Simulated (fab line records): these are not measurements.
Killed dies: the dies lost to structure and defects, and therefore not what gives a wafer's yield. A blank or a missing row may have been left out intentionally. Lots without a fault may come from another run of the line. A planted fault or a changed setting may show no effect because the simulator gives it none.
Check of tool commonality || flow berkeley_cmos170 || 12 lots and 36 wafers in the sample

## REASON IT WAS OPENED
UCB170_ACTIVE_THK_MEAS_06, reading ACTIVE_NITRIDE_THK: flagged on 1 of 12 lots. No-fault wafers: 220.8 nm, standard deviation 1.8.
Rule: a lot gets a flag if all its wafers with a number sit over 4 standard deviations from that mean, or if no wafer of it has a number. As for the other lots, they are considered sound.

{"lot": "L650", "measured": "day 3 23:35", "on": "film_metro-01", "ACTIVE_NITRIDE_THK (nm), wafer by wafer": "222.4 224.5 222.9", "flag": ""}
{"lot": "L651", "measured": "day 4 03:56", "on": "film_metro-02", "ACTIVE_NITRIDE_THK (nm), wafer by wafer": "220.5 219.7 220.7", "flag": ""}
{"lot": "L652", "measured": "day 4 03:57", "on": "film_metro-04", "ACTIVE_NITRIDE_THK (nm), wafer by wafer": "221.8 219.9 222.3", "flag": ""}
{"lot": "L653", "measured": "day 4 12:31", "on": "film_metro-04", "ACTIVE_NITRIDE_THK (nm), wafer by wafer": "216.0 216.2 219.6", "flag": ""}
{"lot": "L654", "measured": "day 4 12:32", "on": "film_metro-02", "ACTIVE_NITRIDE_THK (nm), wafer by wafer": "219.8 220.1 221.7", "flag": ""}
{"lot": "L655", "measured": "day 4 21:01", "on": "film_metro-02", "ACTIVE_NITRIDE_THK (nm), wafer by wafer": "220.2 217.7 220.5", "flag": ""}
{"lot": "L656", "measured": "day 5 06:41", "on": "film_metro-01", "ACTIVE_NITRIDE_THK (nm), wafer by wafer": "222.0 219.6 221.6", "flag": ""}
{"lot": "L657", "measured": "day 5 18:51", "on": "film_metro-02", "ACTIVE_NITRIDE_THK (nm), wafer by wafer": "218.6 221.3 221.2", "flag": ""}
{"lot": "L658", "measured": "day 6 03:27", "on": "film_metro-01", "ACTIVE_NITRIDE_THK (nm), wafer by wafer": "222.3 221.8 225.2", "flag": ""}
{"lot": "L660", "measured": "day 6 03:28", "on": "film_metro-02", "ACTIVE_NITRIDE_THK (nm), wafer by wafer": "219.3 219.7 220.6", "flag": ""}
{"lot": "L659", "measured": "day 6 03:31", "on": "film_metro-01", "ACTIVE_NITRIDE_THK (nm), wafer by wafer": "219.4 219.3 219.7", "flag": ""}
{"lot": "L666", "measured": "day 7 23:29", "on": "film_metro-01", "ACTIVE_NITRIDE_THK (nm), wafer by wafer": "137.2 139.7 138.1", "flag": "FLAGGED"}
The mean of the flagged lots' numbers is 138.3 nm, -82.5 nm from the usual (-46 standard deviations).

## WHICH TOOL RAN EACH LOT
Before the reading, the record contains 2 process steps out of a 331-step route. Read each cell as the tool, then ch plus the chambers that the sampled wafers visited, then the start.
{"lot": "L650", "flag": "", "UCB170_ZERO_STRIP_07": "plasma_asher-04 ch 0,1, day 1 17:52", "UCB170_ACTIVE_CVD_05": "lpcvd-01 ch 0, day 3 21:40"}
{"lot": "L651", "flag": "", "UCB170_ZERO_STRIP_07": "plasma_asher-04 ch 1, day 2 00:55", "UCB170_ACTIVE_CVD_05": "lpcvd-01 ch 1, day 4 02:00"}
{"lot": "L652", "flag": "", "UCB170_ZERO_STRIP_07": "plasma_asher-04 ch 0,1, day 2 02:16", "UCB170_ACTIVE_CVD_05": "lpcvd-01 ch 1, day 4 02:00"}
{"lot": "L653", "flag": "", "UCB170_ZERO_STRIP_07": "plasma_asher-01 ch 0,1, day 2 09:53", "UCB170_ACTIVE_CVD_05": "lpcvd-02 ch 0, day 4 10:35"}
{"lot": "L654", "flag": "", "UCB170_ZERO_STRIP_07": "plasma_asher-04 ch 0,1, day 2 13:59", "UCB170_ACTIVE_CVD_05": "lpcvd-02 ch 1, day 4 10:35"}
{"lot": "L655", "flag": "", "UCB170_ZERO_STRIP_07": "plasma_asher-03 ch 0,1, day 2 18:43", "UCB170_ACTIVE_CVD_05": "lpcvd-02 ch 1, day 4 19:05"}
{"lot": "L656", "flag": "", "UCB170_ZERO_STRIP_07": "plasma_asher-04 ch 0,1, day 2 21:59", "UCB170_ACTIVE_CVD_05": "lpcvd-02 ch 1, day 5 04:45"}
{"lot": "L657", "flag": "", "UCB170_ZERO_STRIP_07": "plasma_asher-03 ch 0,1, day 3 05:40", "UCB170_ACTIVE_CVD_05": "lpcvd-02 ch 0, day 5 16:56"}
{"lot": "L658", "flag": "", "UCB170_ZERO_STRIP_07": "plasma_asher-04 ch 0,1, day 3 15:23", "UCB170_ACTIVE_CVD_05": "lpcvd-02 ch 1, day 6 01:32"}
{"lot": "L660", "flag": "", "UCB170_ZERO_STRIP_07": "plasma_asher-03 ch 0,1, day 3 20:05", "UCB170_ACTIVE_CVD_05": "lpcvd-02 ch 1, day 6 01:32"}
{"lot": "L659", "flag": "", "UCB170_ZERO_STRIP_07": "plasma_asher-03 ch 0,1, day 3 17:56", "UCB170_ACTIVE_CVD_05": "lpcvd-02 ch 1, day 6 01:32"}
{"lot": "L666", "flag": "FLAGGED", "UCB170_ZERO_STRIP_07": "plasma_asher-01 ch 0,1, day 5 02:44", "UCB170_ACTIVE_CVD_05": "lpcvd-02 ch 0, day 7 21:34"}
These steps, and what they do:
- UCB170_ZERO_STRIP_07: strips in O2.
- UCB170_ACTIVE_CVD_05: deposits Si3N4 from SiH2Cl2/NH3, target thk 220 nm, time 3300 s.
- UCB170_ACTIVE_THK_MEAS_06

## FLAGGED OVER TOTAL, TOOL BY TOOL (the gauges that took the reading come last)
{"step": "UCB170_ZERO_STRIP_07", "tool": "plasma_asher-01", "lots run": 2, "flagged": 1, "share of the flagged lots": "all", "sound lots run after its first flagged lot": 0}
{"step": "UCB170_ZERO_STRIP_07", "tool": "plasma_asher-03", "lots run": 4, "flagged": 0, "share of the flagged lots": "none", "sound lots run after its first flagged lot": "-"}
{"step": "UCB170_ZERO_STRIP_07", "tool": "plasma_asher-04", "lots run": 6, "flagged": 0, "share of the flagged lots": "none", "sound lots run after its first flagged lot": "-"}
{"step": "UCB170_ACTIVE_CVD_05", "tool": "lpcvd-01", "lots run": 3, "flagged": 0, "share of the flagged lots": "none", "sound lots run after its first flagged lot": "-"}
{"step": "UCB170_ACTIVE_CVD_05", "tool": "lpcvd-02", "lots run": 9, "flagged": 1, "share of the flagged lots": "all", "sound lots run after its first flagged lot": 0}
{"step": "UCB170_ACTIVE_THK_MEAS_06", "tool": "film_metro-01", "lots run": 5, "flagged": 1, "share of the flagged lots": "all", "sound lots run after its first flagged lot": 0}
{"step": "UCB170_ACTIVE_THK_MEAS_06", "tool": "film_metro-02", "lots run": 5, "flagged": 0, "share of the flagged lots": "none", "sound lots run after its first flagged lot": "-"}
{"step": "UCB170_ACTIVE_THK_MEAS_06", "tool": "film_metro-04", "lots run": 2, "flagged": 0, "share of the flagged lots": "none", "sound lots run after its first flagged lot": "-"}

## WHAT IS ALLOWED BY THE TABLE
Rows of the table that ran every flagged lot, 3 in all: plasma_asher-01 at UCB170_ZERO_STRIP_07, lpcvd-02 at UCB170_ACTIVE_CVD_05, film_metro-01 at UCB170_ACTIVE_THK_MEAS_06.
- plasma_asher-01 at UCB170_ZERO_STRIP_07 ran 2 lots, 1 of them flagged. It ran its last sound lot, L653, at day 2 09:53 and its first flagged lot, L666, at day 5 02:44: a fault with its onset between the two fits.
- lpcvd-02 at UCB170_ACTIVE_CVD_05 ran 9 lots, 1 of them flagged. It ran its last sound lot, L658, at day 6 01:32 and its first flagged lot, L666, at day 7 21:34: a fault with its onset between the two fits. Its own readings lie more than 4 standard deviations out on every wafer of the flagged lots: spike_tc_centre_C, spike_tc_load_C, spike_tc_source_C, susceptor_temp_C.
- film_metro-01 at UCB170_ACTIVE_THK_MEAS_06 ran 5 lots, 1 of them flagged. It ran its last sound lot, L659, at day 6 03:31 and its first flagged lot, L666, at day 7 23:29: a fault with its onset between the two fits.
A lot count leaves these 3 tools indistinguishable: every one of them fits a fault beginning at some hour. More lots, or a look at what each step does to the wafer, might.

## WHAT THE SIMULATOR HAD PUT IN
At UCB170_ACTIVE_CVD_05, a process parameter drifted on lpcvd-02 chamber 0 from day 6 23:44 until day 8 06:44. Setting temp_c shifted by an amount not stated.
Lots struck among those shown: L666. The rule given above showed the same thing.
